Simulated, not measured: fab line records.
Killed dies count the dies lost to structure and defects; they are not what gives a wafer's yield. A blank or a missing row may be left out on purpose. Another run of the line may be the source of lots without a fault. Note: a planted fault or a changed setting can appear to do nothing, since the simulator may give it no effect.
fab line records / flow rit_cmos
record lots=7 wafers=21 last_day=8
route steps=202 shown NRETRO@60 PRETRO@64 GATE@75 M1@202
lots untouched by any fault: they come from a run of this same line in which no faults occurred
start_h: the number of hours between the record's first day and the start of the first shown wafer of the lot / wait_h: hours elapsed since this lot's preceding step / " unchanged from the row above / L1.1+2: a single row standing in for several wafers / - value missing, or start not given / * or withheld: withheld / < > ~ a bound
route shown NAME@n: names a module that has steps shown in the file, with the first one's number in the route / usual: the fault-free wafers' mean and standard deviation / same: alike in all rows / chamber/n: place in a boat / sites: the reading at each site / _std_site: their standard deviation / _edge_site: inner sites' mean taken away from outer sites' mean / radius_mm: for every site, how far away it sits from the centre of the wafer / mask NAME#n: copy n / behind: the most recent tool/chamber to have shaped the wafer / hold: reason for holding the lot/hours on hold/outcome of the hold / device: the n, p or np transistor that did not switch / end of line: tests of these same wafers at the route's end / for a step that has no rows: nothing shown but its recipe / killed: the dies lost at the first sort to structure and to defects; this is not the yield of the wafer / map: per-die view of a wafer (x killed, . not killed, _ where there is no die)
set.NAME: the run value of the setting; set.NAME@STEP: its run value at that earlier step / model.NAME: the simulator's own value behind a step, which no gauge read
certain route steps with their lots: each step a table, each wafer a row
services: the hour from which a tool's chamber was out of use, counted from the record's first day as start_h (under 0 if before that day), plus the number of hours and why
## steps
# step RIT_NRETRO_HARDBAKE_07
# recipe resist=NOVOLAK temp_c=140 time_s=120
# step RIT_NRETRO_IMPLANT_08
# recipe species=P energy_kev=70 dose_cm2=1e+13 tilt_deg=7
# step RIT_NRETRO_STRIP_09
# recipe chemistry=O2 time_s=180 resist=NOVOLAK platen_temp_c=withheld power_w=500 pressure_mtorr=4000 o2_flow_sccm=4000
# usual drypump_motor_current_A=6.1/0.5
lot.wafer=L338.1 tool=plasma_asher-03 chamber=0 start_h=46.71 wait_h=0.1 drypump_motor_current_A=6.0 rf_hours_counter_h=41
lot.wafer=L338.3 tool=plasma_asher-03 chamber=0 start_h=46.71 wait_h=0.1 drypump_motor_current_A=6.0 rf_hours_counter_h=-
lot.wafer=L338.5 tool=plasma_asher-03 chamber=0 start_h=46.71 wait_h=0.1 drypump_motor_current_A=6.0 rf_hours_counter_h=-
lot.wafer=L340.2 tool=plasma_asher-03 chamber=0 start_h=58.82 wait_h=0.1 drypump_motor_current_A=6.0 rf_hours_counter_h=42
lot.wafer=L340.3 tool=plasma_asher-03 chamber=1 start_h=58.82 wait_h=0.1 drypump_motor_current_A=6.8 rf_hours_counter_h=-
lot.wafer=L340.4 tool=plasma_asher-03 chamber=0 start_h=58.82 wait_h=0.1 drypump_motor_current_A=6.0 rf_hours_counter_h=-
lot.wafer=L346.1 tool=plasma_asher-04 chamber=1 start_h=87.07 wait_h=0.1 drypump_motor_current_A=5.4 rf_hours_counter_h=45
lot.wafer=L346.3 tool=plasma_asher-04 chamber=1 start_h=87.07 wait_h=0.1 drypump_motor_current_A=5.4 rf_hours_counter_h=-
lot.wafer=L346.5 tool=plasma_asher-04 chamber=0 start_h=87.07 wait_h=0.1 drypump_motor_current_A=5.8 rf_hours_counter_h=-
lot.wafer=L347.4 tool=plasma_asher-04 chamber=0 start_h=97.28 wait_h=0.1 drypump_motor_current_A=5.8 rf_hours_counter_h=-
lot.wafer=L347.5 tool=plasma_asher-04 chamber=1 start_h=97.28 wait_h=0.1 drypump_motor_current_A=5.4 rf_hours_counter_h=-
lot.wafer=L347.6 tool=plasma_asher-04 chamber=0 start_h=97.28 wait_h=0.1 drypump_motor_current_A=5.8 rf_hours_counter_h=-
lot.wafer=L351.2 tool=plasma_asher-03 chamber=0 start_h=117.42 wait_h=0.1 drypump_motor_current_A=6.0 rf_hours_counter_h=48
lot.wafer=L351.4 tool=plasma_asher-03 chamber=0 start_h=117.42 wait_h=0.1 drypump_motor_current_A=6.1 rf_hours_counter_h=-
lot.wafer=L351.5 tool=plasma_asher-03 chamber=0 start_h=117.42 wait_h=0.1 drypump_motor_current_A=6.0 rf_hours_counter_h=-
lot.wafer=L352.1 tool=plasma_asher-03 chamber=1 start_h=123.40 wait_h=0.1 drypump_motor_current_A=6.8 rf_hours_counter_h=48
lot.wafer=L352.4 tool=plasma_asher-03 chamber=0 start_h=123.40 wait_h=0.1 drypump_motor_current_A=6.0 rf_hours_counter_h=-
lot.wafer=L352.6 tool=plasma_asher-03 chamber=0 start_h=123.40 wait_h=0.1 drypump_motor_current_A=6.0 rf_hours_counter_h=-
lot.wafer=L355.1 tool=plasma_asher-02 chamber=0 start_h=148.65 wait_h=0.1 drypump_motor_current_A=5.9 rf_hours_counter_h=2
lot.wafer=L355.4 tool=plasma_asher-02 chamber=0 start_h=148.65 wait_h=0.1 drypump_motor_current_A=5.9 rf_hours_counter_h=-
lot.wafer=L355.5 tool=plasma_asher-02 chamber=1 start_h=148.65 wait_h=0.1 drypump_motor_current_A=5.5 rf_hours_counter_h=-
# step RIT_NRETRO_TW_MEAS_10
# usual NRETRO_TW=1060/12
lot.wafer=L338.1 tool=film_metro-01 chamber=- start_h=46.88 wait_h=0.1 NRETRO_TW=1045
lot.wafer=L338.3 tool=film_metro-01 chamber=- start_h=46.88 wait_h=0.1 NRETRO_TW=1059
lot.wafer=L338.5 tool=film_metro-01 chamber=- start_h=46.88 wait_h=0.1 NRETRO_TW=1045
lot.wafer=L340.2 tool=film_metro-01 chamber=- start_h=59.01 wait_h=0.1 NRETRO_TW=1059
lot.wafer=L340.3 tool=film_metro-01 chamber=- start_h=59.01 wait_h=0.1 NRETRO_TW=1056
lot.wafer=L340.4 tool=film_metro-01 chamber=- start_h=59.01 wait_h=0.1 NRETRO_TW=1061
lot.wafer=L346.1 tool=film_metro-03 chamber=- start_h=87.24 wait_h=0.1 NRETRO_TW=1073
lot.wafer=L346.3 tool=film_metro-03 chamber=- start_h=87.24 wait_h=0.1 NRETRO_TW=1073
lot.wafer=L346.5 tool=film_metro-03 chamber=- start_h=87.24 wait_h=0.1 NRETRO_TW=1077
lot.wafer=L347.4 tool=film_metro-02 chamber=- start_h=97.43 wait_h=0.1 NRETRO_TW=1050
lot.wafer=L347.5 tool=film_metro-02 chamber=- start_h=97.43 wait_h=0.1 NRETRO_TW=1050
lot.wafer=L347.6 tool=film_metro-02 chamber=- start_h=97.43 wait_h=0.1 NRETRO_TW=1053
lot.wafer=L351.2 tool=film_metro-03 chamber=- start_h=117.60 wait_h=0.1 NRETRO_TW=1083
lot.wafer=L351.4 tool=film_metro-03 chamber=- start_h=117.60 wait_h=0.1 NRETRO_TW=1080
lot.wafer=L351.5 tool=film_metro-03 chamber=- start_h=117.60 wait_h=0.1 NRETRO_TW=1087
lot.wafer=L352.1 tool=film_metro-03 chamber=- start_h=123.58 wait_h=0.1 NRETRO_TW=1074
lot.wafer=L352.4 tool=film_metro-03 chamber=- start_h=123.58 wait_h=0.1 NRETRO_TW=1078
lot.wafer=L352.6 tool=film_metro-03 chamber=- start_h=123.58 wait_h=0.1 NRETRO_TW=1077
lot.wafer=L355.1 tool=film_metro-02 chamber=- start_h=148.82 wait_h=0.1 NRETRO_TW=1056
lot.wafer=L355.4 tool=film_metro-02 chamber=- start_h=148.82 wait_h=0.1 NRETRO_TW=1057
lot.wafer=L355.5 tool=film_metro-02 chamber=- start_h=148.82 wait_h=0.1 NRETRO_TW=1053
# step RIT_PRETRO_HMDS_00
# recipe prime_time_s=60 prime_temp_c=140
# step RIT_PRETRO_COAT_01
# recipe resist=NOVOLAK spin_rpm=2000 resist_thk_nm=1300
# step RIT_PRETRO_SOFTBAKE_02
# recipe resist=NOVOLAK temp_c=90 time_s=60
# step RIT_PRETRO_EXPOSE_03
# recipe mask_id=M5 na=0.57 target_cd_nm=43700 dose_mj=250
# step RIT_PRETRO_PEB_04
# recipe resist=NOVOLAK temp_c=withheld time_s=withheld
# step RIT_PRETRO_DEVELOP_05
# recipe resist=NOVOLAK develop_time_s=68 dev_temp_c=23
# step RIT_PRETRO_OVL_MEAS_06
# usual PRETRO_OVL=-0.9/1.5
lot.wafer=L338.1 tool=overlay-01 chamber=- start_h=47.82 wait_h=- PRETRO_OVL[nm]=-0.4
lot.wafer=L338.3 tool=overlay-01 chamber=- start_h=47.82 wait_h=- PRETRO_OVL[nm]=-0.5
lot.wafer=L338.5 tool=overlay-01 chamber=- start_h=47.82 wait_h=- PRETRO_OVL[nm]=-1.2
lot.wafer=L340.2 tool=overlay-01 chamber=- start_h=59.94 wait_h=- PRETRO_OVL[nm]=0.9
lot.wafer=L340.3 tool=overlay-01 chamber=- start_h=59.94 wait_h=- PRETRO_OVL[nm]=2.3
lot.wafer=L340.4 tool=overlay-01 chamber=- start_h=59.94 wait_h=- PRETRO_OVL[nm]=1.5
lot.wafer=L346.1 tool=overlay-01 chamber=- start_h=88.18 wait_h=- PRETRO_OVL[nm]=-4.6
lot.wafer=L346.3 tool=overlay-01 chamber=- start_h=88.18 wait_h=- PRETRO_OVL[nm]=-3.8
lot.wafer=L346.5 tool=overlay-01 chamber=- start_h=88.18 wait_h=- PRETRO_OVL[nm]=-3.2
lot.wafer=L347.4 tool=overlay-02 chamber=- start_h=98.48 wait_h=- PRETRO_OVL[nm]=-2.4
lot.wafer=L347.5 tool=overlay-02 chamber=- start_h=98.48 wait_h=- PRETRO_OVL[nm]=-0.3
lot.wafer=L347.6 tool=overlay-02 chamber=- start_h=98.48 wait_h=- PRETRO_OVL[nm]=-2.4
lot.wafer=L351.2 tool=overlay-01 chamber=- start_h=118.54 wait_h=- PRETRO_OVL[nm]=-1.5
lot.wafer=L351.4 tool=overlay-01 chamber=- start_h=118.54 wait_h=- PRETRO_OVL[nm]=-1.0
lot.wafer=L351.5 tool=overlay-01 chamber=- start_h=118.54 wait_h=- PRETRO_OVL[nm]=-1.2
lot.wafer=L352.1 tool=overlay-01 chamber=- start_h=124.64 wait_h=- PRETRO_OVL[nm]=-1.0
lot.wafer=L352.4 tool=overlay-01 chamber=- start_h=124.64 wait_h=- PRETRO_OVL[nm]=-1.2
lot.wafer=L352.6 tool=overlay-01 chamber=- start_h=124.64 wait_h=- PRETRO_OVL[nm]=-0.8
lot.wafer=L355.1 tool=overlay-01 chamber=- start_h=149.79 wait_h=- PRETRO_OVL[nm]=0.3
lot.wafer=L355.4 tool=overlay-01 chamber=- start_h=149.79 wait_h=- PRETRO_OVL[nm]=-1.5
lot.wafer=L355.5 tool=overlay-01 chamber=- start_h=149.79 wait_h=- PRETRO_OVL[nm]=-1.6
# step RIT_PRETRO_HARDBAKE_07
# recipe resist=NOVOLAK temp_c=140 time_s=120
# step RIT_PRETRO_IMPLANT_08
# recipe species=B energy_kev=45 dose_cm2=1.2e+13 tilt_deg=7
lot.wafer=L338.1+3+5 tool=implanter-04 chamber=0 start_h=48.11 wait_h=0.2
lot.wafer=L340.2+3+4 tool=implanter-02 chamber=0 start_h=60.25 wait_h=0.2
lot.wafer=L346.1+3+5 tool=implanter-04 chamber=0 start_h=88.52 wait_h=0.2
lot.wafer=L347.4+5+6 tool=implanter-04 chamber=0 start_h=98.82 wait_h=0.2
lot.wafer=L347.4+5+6 tool=implanter-04 chamber=0 start_h=99.14 wait_h=0.3
lot.wafer=L351.2+4+5 tool=implanter-04 chamber=0 start_h=118.84 wait_h=0.2
lot.wafer=L352.1+4+6 tool=implanter-03 chamber=0 start_h=124.93 wait_h=0.2
lot.wafer=L352.1+4+6 tool=implanter-03 chamber=0 start_h=125.25 wait_h=0.3
lot.wafer=L355.1+4+5 tool=implanter-04 chamber=0 start_h=150.07 wait_h=0.2
lot.wafer=L355.1+4+5 tool=implanter-04 chamber=0 start_h=150.39 wait_h=0.3
# step RIT_PRETRO_STRIP_09
# recipe chemistry=O2 time_s=180 resist=NOVOLAK platen_temp_c=withheld power_w=500 pressure_mtorr=4000 o2_flow_sccm=4000
# usual drypump_motor_current_A=5.64/0.2
lot.wafer=L338.1 tool=plasma_asher-01 chamber=0 start_h=48.26 wait_h=0.1 drypump_motor_current_A=5.36 rf_hours_counter_h=24
lot.wafer=L338.3 tool=plasma_asher-01 chamber=1 start_h=48.26 wait_h=0.1 drypump_motor_current_A=5.80 rf_hours_counter_h=-
lot.wafer=L338.5 tool=plasma_asher-01 chamber=0 start_h=48.26 wait_h=0.1 drypump_motor_current_A=5.35 rf_hours_counter_h=-
lot.wafer=L340.2 tool=plasma_asher-04 chamber=0 start_h=60.37 wait_h=0.1 drypump_motor_current_A=5.79 rf_hours_counter_h=43
lot.wafer=L340.3 tool=plasma_asher-04 chamber=1 start_h=60.37 wait_h=0.1 drypump_motor_current_A=5.40 rf_hours_counter_h=-
lot.wafer=L340.4 tool=plasma_asher-04 chamber=0 start_h=60.37 wait_h=0.1 drypump_motor_current_A=5.76 rf_hours_counter_h=-
lot.wafer=L346.1 tool=plasma_asher-02 chamber=0 start_h=88.67 wait_h=0.1 drypump_motor_current_A=5.91 rf_hours_counter_h=43
lot.wafer=L346.3 tool=plasma_asher-02 chamber=1 start_h=88.67 wait_h=0.1 drypump_motor_current_A=5.50 rf_hours_counter_h=-
lot.wafer=L346.5 tool=plasma_asher-02 chamber=0 start_h=88.67 wait_h=0.1 drypump_motor_current_A=5.91 rf_hours_counter_h=-
lot.wafer=L347.4 tool=plasma_asher-02 chamber=0 start_h=99.27 wait_h=0.1 drypump_motor_current_A=5.85 rf_hours_counter_h=-
lot.wafer=L347.5 tool=plasma_asher-02 chamber=1 start_h=99.27 wait_h=0.1 drypump_motor_current_A=5.48 rf_hours_counter_h=-
lot.wafer=L347.6 tool=plasma_asher-02 chamber=0 start_h=99.27 wait_h=0.1 drypump_motor_current_A=5.88 rf_hours_counter_h=-
lot.wafer=L351.2 tool=plasma_asher-02 chamber=0 start_h=118.97 wait_h=0.1 drypump_motor_current_A=5.85 rf_hours_counter_h=0
lot.wafer=L351.4 tool=plasma_asher-02 chamber=0 start_h=118.97 wait_h=0.1 drypump_motor_current_A=5.86 rf_hours_counter_h=-
lot.wafer=L351.5 tool=plasma_asher-02 chamber=1 start_h=118.97 wait_h=0.1 drypump_motor_current_A=5.51 rf_hours_counter_h=-
lot.wafer=L352.1 tool=plasma_asher-02 chamber=0 start_h=125.40 wait_h=0.1 drypump_motor_current_A=5.86 rf_hours_counter_h=1
lot.wafer=L352.4 tool=plasma_asher-02 chamber=0 start_h=125.40 wait_h=0.1 drypump_motor_current_A=5.88 rf_hours_counter_h=-
lot.wafer=L352.6 tool=plasma_asher-02 chamber=1 start_h=125.40 wait_h=0.1 drypump_motor_current_A=5.48 rf_hours_counter_h=-
lot.wafer=L355.1 tool=plasma_asher-04 chamber=0 start_h=150.54 wait_h=0.1 drypump_motor_current_A=5.78 rf_hours_counter_h=50
lot.wafer=L355.4 tool=plasma_asher-04 chamber=0 start_h=150.54 wait_h=0.1 drypump_motor_current_A=5.77 rf_hours_counter_h=-
lot.wafer=L355.5 tool=plasma_asher-04 chamber=1 start_h=150.54 wait_h=0.1 drypump_motor_current_A=5.40 rf_hours_counter_h=-
# step RIT_PRETRO_TW_MEAS_10
# usual PRETRO_TW=474/3.4
lot.wafer=L338.1 tool=film_metro-04 chamber=- start_h=48.44 wait_h=0.1 PRETRO_TW=468
lot.wafer=L338.3 tool=film_metro-04 chamber=- start_h=48.44 wait_h=0.1 PRETRO_TW=468
lot.wafer=L338.5 tool=film_metro-04 chamber=- start_h=48.44 wait_h=0.1 PRETRO_TW=470
lot.wafer=L340.2 tool=film_metro-02 chamber=- start_h=60.56 wait_h=0.1 PRETRO_TW=475
lot.wafer=L340.3 tool=film_metro-02 chamber=- start_h=60.56 wait_h=0.1 PRETRO_TW=478
lot.wafer=L340.4 tool=film_metro-02 chamber=- start_h=60.56 wait_h=0.1 PRETRO_TW=474
lot.wafer=L346.1 tool=film_metro-02 chamber=- start_h=88.85 wait_h=0.1 PRETRO_TW=479
lot.wafer=L346.3 tool=film_metro-02 chamber=- start_h=88.85 wait_h=0.1 PRETRO_TW=480
lot.wafer=L346.5 tool=film_metro-02 chamber=- start_h=88.85 wait_h=0.1 PRETRO_TW=478
lot.wafer=L347.4 tool=film_metro-02 chamber=- start_h=99.42 wait_h=0.1 PRETRO_TW=590
lot.wafer=L347.5 tool=film_metro-02 chamber=- start_h=99.42 wait_h=0.1 PRETRO_TW=592
lot.wafer=L347.6 tool=film_metro-02 chamber=- start_h=99.42 wait_h=0.1 PRETRO_TW=592
lot.wafer=L351.2 tool=film_metro-01 chamber=- start_h=119.15 wait_h=0.1 PRETRO_TW=475
lot.wafer=L351.4 tool=film_metro-01 chamber=- start_h=119.15 wait_h=0.1 PRETRO_TW=473
lot.wafer=L351.5 tool=film_metro-01 chamber=- start_h=119.15 wait_h=0.1 PRETRO_TW=470
lot.wafer=L352.1 tool=film_metro-04 chamber=- start_h=125.57 wait_h=0.1 PRETRO_TW=586
lot.wafer=L352.4 tool=film_metro-04 chamber=- start_h=125.57 wait_h=0.1 PRETRO_TW=588
lot.wafer=L352.6 tool=film_metro-04 chamber=- start_h=125.57 wait_h=0.1 PRETRO_TW=583
lot.wafer=L355.1 tool=film_metro-04 chamber=- start_h=150.71 wait_h=0.1 PRETRO_TW=583
lot.wafer=L355.4 tool=film_metro-04 chamber=- start_h=150.71 wait_h=0.1 PRETRO_TW=582
lot.wafer=L355.5 tool=film_metro-04 chamber=- start_h=150.71 wait_h=0.1 PRETRO_TW=583
# step RIT_GATE_WET_ETCH_00
# recipe chemistry=BOE target=SiO2 target_depth_nm=56 time_s=60 dry=n2_spin dilution=10:1 temp_c=21.5
# step RIT_M1_PROBE_99
# usual killed_at_contacts=0.1/0.3 killed_at_front_end=7/3.1 killed_dies=7/3.1 killed_open=3.8/2.3 killed_short=3.2/1.9
# same gross_dies=264 killed_at_M0_to_M3=0 killed_at_M4_up=0 killed_at_back_side=0 killed_at_other=0
lot.wafer=L346.1 tool=prober-02 chamber=- start_h=119.46 wait_h=0.1 killed_at_contacts=0 killed_at_front_end=7 killed_dies=7 killed_open=4 killed_short=3
lot.wafer=L346.3 tool=prober-02 chamber=- start_h=119.56 wait_h=0.2 killed_at_contacts=1 killed_at_front_end=8 killed_dies=9 killed_open=5 killed_short=3
lot.wafer=L346.5 tool=prober-02 chamber=- start_h=119.66 wait_h=0.2 killed_at_contacts=0 killed_at_front_end=5 killed_dies=5 killed_open=4 killed_short=1
lot.wafer=L351.5 tool=prober-02 chamber=- start_h=165.82 wait_h=0.2 killed_at_contacts=0 killed_at_front_end=5 killed_dies=5 killed_open=3 killed_short=2
lot.wafer=L355.1 tool=prober-02 chamber=- start_h=181.89 wait_h=0.1 killed_at_contacts=0 killed_at_front_end=3 killed_dies=3 killed_open=2 killed_short=1
lot.wafer=L355.4 tool=prober-02 chamber=- start_h=182.04 wait_h=0.2 killed_at_contacts=0 killed_at_front_end=9 killed_dies=9 killed_open=2 killed_short=7
lot.wafer=L355.5 tool=prober-02 chamber=- start_h=182.09 wait_h=0.2 killed_at_contacts=0 killed_at_front_end=4 killed_dies=4 killed_open=1 killed_short=3
# killed by level:class
L346.1 GATE:geometric_particle:short=2 GATE:geometric_particle:open=2 SPACER:geometric_particle:open=2 SPACER:geometric_particle:short=1
L346.3 SPACER:geometric_particle:open=2 FOX1:geometric_particle:short=1 GATE:geometric_particle:open=1 GATE:geometric_particle:short=1 REOX:geometric_particle:short=1 SILICIDE:geometric_particle:open=1 CONTACT:geometric_particle:open=1 PLDD:coat_microbubble_printed=1
L346.5 GATE:geometric_particle:open=2 GATE:geometric_particle:short=1 REOX:geometric_particle:open=1 SILICIDE:geometric_particle:open=1
L351.5 GATE:geometric_particle:open=3 GATE:geometric_particle:short=1 SPACER:geometric_particle:short=1
L355.1 FOX2:geometric_particle:short=1 GATE:geometric_particle:open=1 SILICIDE:geometric_particle:open=1
L355.4 GATE:geometric_particle:short=5 FOX1:geometric_particle:short=2 GATE:geometric_particle:open=2
L355.5 SILICIDE:geometric_particle:short=2 GATE:geometric_particle:open=1 REOX:geometric_particle:short=1
## services
tool=implanter-02 chamber=- start_h=66.75 hours=1.5 kind=repair
tool=plasma_asher-02 chamber=- start_h=74.68 hours=1.6 kind=repair
tool=plasma_asher-02 chamber=- start_h=108.75 hours=9.0 kind=pm
tool=plasma_asher-02 chamber=0 start_h=108.75 hours=9.0 kind=vent_cycle
tool=plasma_asher-02 chamber=1 start_h=108.75 hours=9.0 kind=vent_cycle
tool=implanter-02 chamber=- start_h=111.70 hours=21.1 kind=pm
tool=plasma_asher-02 chamber=0 start_h=117.75 hours=- kind=clean
tool=plasma_asher-02 chamber=1 start_h=117.75 hours=- kind=clean
tool=implanter-02 chamber=- start_h=132.78 hours=2.1 kind=pm
tool=implanter-04 chamber=- start_h=135.05 hours=1.9 kind=repair
## key
first_sign step=RIT_PRETRO_IMPLANT_08 reading=visit direction=added
effect step=RIT_PRETRO_TW_MEAS_10 reading=PRETRO_TW direction=up sigmas=33 usual=474 struck=587
met_at RIT_PRETRO_IMPLANT_08
struck_wafers L347.4,L347.5,L347.6,L352.1,L352.4,L352.6,L355.1,L355.4,L355.5
tester_left_out L347,L352,L355
fault kind=repeated_step_whole tool=implanter-02,implanter-03,implanter-04 chamber=- onset_h=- steps=RIT_PRETRO_IMPLANT_08 times=1 scope=struck_lots_only
# tester_left_out: of these lots the tester's yield and bins aren't shown, on N5 and GAA mostly nor the transistor test; their killed dies are dies lost to structure and defects alone, not to doping, threshold or leakage, so they don't give the yield
